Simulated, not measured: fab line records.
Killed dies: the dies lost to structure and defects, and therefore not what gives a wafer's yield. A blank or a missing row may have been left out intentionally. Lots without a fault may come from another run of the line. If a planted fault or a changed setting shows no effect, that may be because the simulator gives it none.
One fault through the eyes of 2 desks + flow rit cmos + what lay behind the numbers comes last; until then each desk has only its own

## AT THE TOOL OWNER'S DESK: implanter-02
The tool's own readings at RIT_NWELL_IMPLANT_08: means of the sampled wafers that have a number, for each lot that ran on this tool. If a lot's mean is further than 4 standard deviations from the usual mean, the lot is out of limits and carries the mark OUT (the distance appears in the brackets).
Columns: A = beam energy keV at RIT_NWELL_IMPLANT_08, usual 170.00; B = beam on s at RIT_NWELL_IMPLANT_08, usual 10.00 s; C = dose ions cm2 at RIT_NWELL_IMPLANT_08, usual 5.001e+13; D = faraday current uA at RIT_NWELL_IMPLANT_08, usual 159
| lot  | first seen here | A      | B     | C                           | D             |
|------|-----------------|--------|-------|-----------------------------|---------------|
| L422 | day 1 21:29     | 169.96 | 10.04 | 4.992e+13                   | 158           |
| L424 | day 2 07:55     | 169.99 | 9.94  | 4.996e+13                   | 160           |
| L430 | day 3 13:49     | 170.07 | 9.94  | 4.996e+13                   | 159           |
| L431 | day 3 18:40     | 170.01 | 10.27 | 4.998e+13                   | 154           |
| L437 | day 5 01:14     | 170.02 | 9.90  | 5.001e+13                   | 160           |
| L441 | day 5 22:29     | 169.95 | 9.97  | 3.624e+13 (-99 or more) OUT | 116 (-14) OUT |
| L443 | day 6 08:59     | 169.99 | 9.93  | 3.620e+13 (-99 or more) OUT | 116 (-13) OUT |
This desk finds L441, L443 out of limits, L441 being first, at day 5 22:29 (dose ions cm2 at RIT_NWELL_IMPLANT_08). Within limits: L422, L424, L430, L431, L437.

## THE METROLOGY DESK
Lot by lot, what the gauges showed, no matter which tool ran the lot: averages of those sampled wafers that carry a number. If a lot's mean is further than 4 standard deviations from the usual mean, the lot is out of limits and carries the mark OUT (the distance appears in the brackets).
Columns: A = NWELL_TW at RIT_NWELL_TW_MEAS_10, usual 2149; B = NWELL_RS at RIT_WELLDRIVE_RS_MEAS_01, usual 275.2 ohm/sq
| lot  | first seen here | A               | B               |
|------|-----------------|-----------------|-----------------|
| L422 | day 1 21:46     | 2115            | 276.0           |
| L423 | day 2 05:15     | 2143            | 275.9           |
| L424 | day 2 08:14     | 2179            | 275.1           |
| L426 | day 2 17:07     | 2175            | 274.7           |
| L427 | day 2 21:59     | 2127            | 275.5           |
| L428 | day 3 03:41     | 2166            | 274.6           |
| L430 | day 3 14:09     | 2164            | 275.2           |
| L431 | day 3 18:59     | 2170            | 275.0           |
| L432 | day 3 23:20     | 2119            | 274.7           |
| L433 | day 4 04:02     | 2175            | 275.2           |
| L434 | day 4 08:54     | 2162            | 274.1           |
| L437 | day 5 01:34     | 2143            | 276.5           |
| L441 | day 5 22:47     | 1904 (-10) OUT  | 336.3 (+79) OUT |
| L443 | day 6 09:19     | 1911 (-9.9) OUT | 335.1 (+78) OUT |
This desk finds L441, L443 out of limits, with the earliest case on L441 at day 5 22:47 (NWELL_TW at RIT_NWELL_TW_MEAS_10). Within limits: L422, L423, L424, L426, L427, L428, L430, L431, L432, L433, L434, L437.

## ALL TOGETHER
At day 5 22:29, on L441, L443, the tool owner's desk was in a position to raise an alarm.
The metrology desk could have raised an alarm at day 5 22:47, on L441, L443.
Of the lots named, all ran RIT_NWELL_IMPLANT_08 on implanter-02.

## WHAT THE SIMULATOR HAD PUT IN
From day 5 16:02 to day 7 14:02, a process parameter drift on implanter-02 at RIT_NWELL_IMPLANT_08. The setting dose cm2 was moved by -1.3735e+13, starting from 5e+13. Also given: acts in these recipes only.
Struck lots among those shown: L441, L443.
Delay (hours) between the fault's onset and each desk's first out-of-limits reading: 6 at the tool owner's desk, 7 at the metrology desk.
